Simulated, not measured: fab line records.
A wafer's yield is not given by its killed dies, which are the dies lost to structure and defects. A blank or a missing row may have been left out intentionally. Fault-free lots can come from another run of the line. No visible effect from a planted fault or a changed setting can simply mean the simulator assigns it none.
Split-lot trial ; flow rit cmos ; 5 lots, 27 wafers read, on a route of 202 steps

ON THE SPLIT
At RIT_REOX_CLEAN_00 (cleans in SC1, time 600 s), the setting time s was moved away from the recipe's 600 s on 18 of the 27 wafers read, by -36.9% to +48.4%. All remaining wafers had this setting at the recipe value.

The split's own step is where the reading is taken.

THE READING
SiO2_of_FOX2_OXIDATION_00.thk nm (the simulator's own value, which no gauge read), in nm, at RIT_REOX_CLEAN_00 (cleans in SC1, time 600 s). The file does not state a usual value for it. Average 206.6 nm, standard deviation 18 nm, over the 9 wafers here run with the recipe.

wafer;tool, chamber at the split;time s as run, s;against the recipe;SiO2_of_FOX2_OXIDATION_00.thk nm, nm;against lot-mates on the recipe
L075.1;-, -;378.5;-36.9%;302;no lot-mate on the recipe
L075.2;-, -;378.5;-36.9%;308.1;no lot-mate on the recipe
L075.3;-, -;378.5;-36.9%;305.1;no lot-mate on the recipe
L075.4;-, -;378.5;-36.9%;303.8;no lot-mate on the recipe
L075.5;-, -;378.5;-36.9%;299.8;no lot-mate on the recipe
L075.6;-, -;378.5;-36.9%;301;no lot-mate on the recipe
L076.1;-, -;492.3;-17.9%;238;no lot-mate on the recipe
L076.2;-, -;492.3;-17.9%;235.6;no lot-mate on the recipe
L076.3;-, -;492.3;-17.9%;232.8;no lot-mate on the recipe
L076.4;-, -;492.3;-17.9%;233.1;no lot-mate on the recipe
L076.5;-, -;492.3;-17.9%;228.8;no lot-mate on the recipe
L076.6;-, -;492.3;-17.9%;231;no lot-mate on the recipe
L079.1;wet bench-02, 2;600;recipe;233.6;-
L079.2;wet bench-02, 2;600;recipe;229.4;-
L079.5;wet bench-02, 2;600;recipe;233.7;-
L084.1;-, -;600;recipe;192.2;-
L084.2;-, -;600;recipe;189.3;-
L084.3;-, -;600;recipe;195.2;-
L084.4;-, -;600;recipe;194.7;-
L084.5;-, -;600;recipe;191.9;-
L084.6;-, -;600;recipe;199.8;-
L085.1;-, -;890.5;+48.4%;154.1;no lot-mate on the recipe
L085.2;-, -;890.5;+48.4%;154.2;no lot-mate on the recipe
L085.3;-, -;890.5;+48.4%;154.6;no lot-mate on the recipe
L085.4;-, -;890.5;+48.4%;155;no lot-mate on the recipe
L085.5;-, -;890.5;+48.4%;156.9;no lot-mate on the recipe
L085.6;-, -;890.5;+48.4%;157.6;no lot-mate on the recipe

THE FIT
A straight line over all 27 wafers: SiO2_of_FOX2_OXIDATION_00.thk nm changes by -1.6 nm for each +1% of time s; r = -0.92; the points scatter about the line by 21 nm.
Too few moved wafers have a lot-mate on the recipe to fit a line with each lot's own level taken away.

FILE'S OWN FIT
SiO2_of_FOX2_OXIDATION_00.thk nm changes by -1.6 nm for each +1% of time s, r = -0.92.
